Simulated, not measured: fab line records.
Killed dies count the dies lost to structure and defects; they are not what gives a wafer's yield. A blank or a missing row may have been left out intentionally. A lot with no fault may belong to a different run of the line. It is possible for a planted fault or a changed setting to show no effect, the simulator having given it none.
Which tool did it? / flow berkeley cmos170 / 14 lots, 42 wafers sampled, at 2 steps of a route of 331

== WHAT THE GAUGES READ, wafer by wafer ==
UCB170_CONTACT_CD_MEAS_90 targets a cd of 700 nm. Usual: cd nm reads 699.7 nm (standard deviation 1.9).
lot=L982; measured=day 7 08:16; on=cd sem-01; cd nm (nm)=698.2 703.2 701.1; flag=
lot=L983; measured=day 7 08:29; on=cd sem-01; cd nm (nm)=700.1 702.1 698.4; flag=
lot=L981; measured=day 7 08:37; on=cd sem-02; cd nm (nm)=699.0 697.5 699.9; flag=
lot=L985; measured=day 7 14:34; on=cd sem-01; cd nm (nm)=701.6 699.1 699.7; flag=
lot=L986; measured=day 8 19:02; on=cd sem-02; cd nm (nm)=703.0 701.7 702.1; flag=
lot=L987; measured=day 8 18:46; on=cd sem-02; cd nm (nm)=700.1 699.3 699.7; flag=
lot=L990; measured=day 8 18:35; on=cd sem-01; cd nm (nm)=701.5 702.0 701.0; flag=
lot=L991; measured=day 8 18:50; on=cd sem-01; cd nm (nm)=699.5 701.2 699.9; flag=
lot=L993; measured=day 9 07:10; on=cd sem-01; cd nm (nm)=700.0 701.1 699.8; flag=
lot=L996; measured=day 10 02:04; on=cd sem-02; cd nm (nm)=697.7 697.1 695.3; flag=
lot=L100; measured=day 11 04:28; on=cd sem-01; cd nm (nm)=698.9 698.2 700.1; flag=
lot=L101; measured=day 11 04:19; on=cd sem-01; cd nm (nm)=700.6 700.5 699.3; flag=
lot=L103; measured=day 11 14:21; on=cd sem-02; cd nm (nm)=695.2 697.0 694.2; flag=
lot=L104; measured=day 12 05:44; on=cd sem-02; cd nm (nm)=701.6 702.1 701.4; flag=

== WHICH TOOL RAN EACH LOT (tool, then ch and the chambers of the sampled wafers, then the start) ==
lot=L982; UCB170_SILICIDE_RTA_04=rtp anneal-01 ch 0, day 6 21:46
lot=L983; UCB170_SILICIDE_RTA_04=rtp anneal-02 ch 0, day 6 21:58
lot=L981; UCB170_SILICIDE_RTA_04=rtp anneal-01 ch 0, day 6 22:01
lot=L985; UCB170_SILICIDE_RTA_04=rtp anneal-01 ch 0, day 7 10:15
lot=L986; UCB170_SILICIDE_RTA_04=rtp anneal-02 ch 0, day 8 12:37
lot=L987; UCB170_SILICIDE_RTA_04=rtp anneal-02 ch 0, day 8 12:48
lot=L990; UCB170_SILICIDE_RTA_04=rtp anneal-01 ch 0, day 8 13:23
lot=L991; UCB170_SILICIDE_RTA_04=rtp anneal-02 ch 0, day 8 13:38
lot=L993; UCB170_SILICIDE_RTA_04=rtp anneal-02 ch 0, day 8 23:44
lot=L996; UCB170_SILICIDE_RTA_04=rtp anneal-02 ch 0, day 9 20:35
lot=L100; UCB170_SILICIDE_RTA_04=rtp anneal-02 ch 0, day 10 21:37
lot=L101; UCB170_SILICIDE_RTA_04=rtp anneal-01 ch 0, day 10 21:49
lot=L103; UCB170_SILICIDE_RTA_04=rtp anneal-01 ch 0, day 11 09:00
lot=L104; UCB170_SILICIDE_RTA_04=rtp anneal-01 ch 0, day 11 20:08
- UCB170_SILICIDE_RTA_04: time 15 s.

== WHAT THE TOOLS THEMSELVES READ (means of the sampled wafers that have a number; where no wafer has one, the mark that the record gives instead) ==
UCB170_SILICIDE_RTA_04. Usual: lamp power pct 10.5 %, standard deviation 0.5; wafer_temp_C_max 652.6, standard deviation 0.67.
lot=L982; tool=rtp anneal-01; lamp power pct (%)=11.0; wafer_temp_C_max=652.2; flag=
lot=L983; tool=rtp anneal-02; lamp power pct (%)=10.0; wafer_temp_C_max=653.4; flag=
lot=L981; tool=rtp anneal-01; lamp power pct (%)=11.0; wafer_temp_C_max=652.4; flag=
lot=L985; tool=rtp anneal-01; lamp power pct (%)=11.0; wafer_temp_C_max=652.1; flag=
lot=L986; tool=rtp anneal-02; lamp power pct (%)=10.0; wafer_temp_C_max=652.5; flag=
lot=L987; tool=rtp anneal-02; lamp power pct (%)=10.0; wafer_temp_C_max=652.7; flag=
lot=L990; tool=rtp anneal-01; lamp power pct (%)=11.0; wafer_temp_C_max=652.2; flag=
lot=L991; tool=rtp anneal-02; lamp power pct (%)=10.0; wafer_temp_C_max=652.6; flag=
lot=L993; tool=rtp anneal-02; lamp power pct (%)=10.0; wafer_temp_C_max=653.4; flag=
lot=L996; tool=rtp anneal-02; lamp power pct (%)=10.1; wafer_temp_C_max=653.0; flag=
lot=L100; tool=rtp anneal-02; lamp power pct (%)=10.1; wafer_temp_C_max=652.7; flag=
lot=L101; tool=rtp anneal-01; lamp power pct (%)=11.0; wafer_temp_C_max=651.7; flag=
lot=L103; tool=rtp anneal-01; lamp power pct (%)=11.0; wafer_temp_C_max=652.5; flag=
lot=L104; tool=rtp anneal-01; lamp power pct (%)=11.0; wafer_temp_C_max=652.5; flag=

== THE ANSWER, worked out from the rows above alone ==
Rule: lot off if the mean of its wafers having a number is beyond 3 standard deviations from the usual mean. A lot without any number at a reading at which 4 lots or more have one is off too. Any other lot the step has rows for is counted as sound. The gauges are gone through in route order, then the tools' own readings, and for those a lot's mean is taken as printed above. At the first step where some lot is off, the reading lying furthest off is the one used; lots without a number count as furthest.
Nothing can be told from this: no lot is off at any reading shown.

== WHAT THE SIMULATOR HAD INSERTED ==
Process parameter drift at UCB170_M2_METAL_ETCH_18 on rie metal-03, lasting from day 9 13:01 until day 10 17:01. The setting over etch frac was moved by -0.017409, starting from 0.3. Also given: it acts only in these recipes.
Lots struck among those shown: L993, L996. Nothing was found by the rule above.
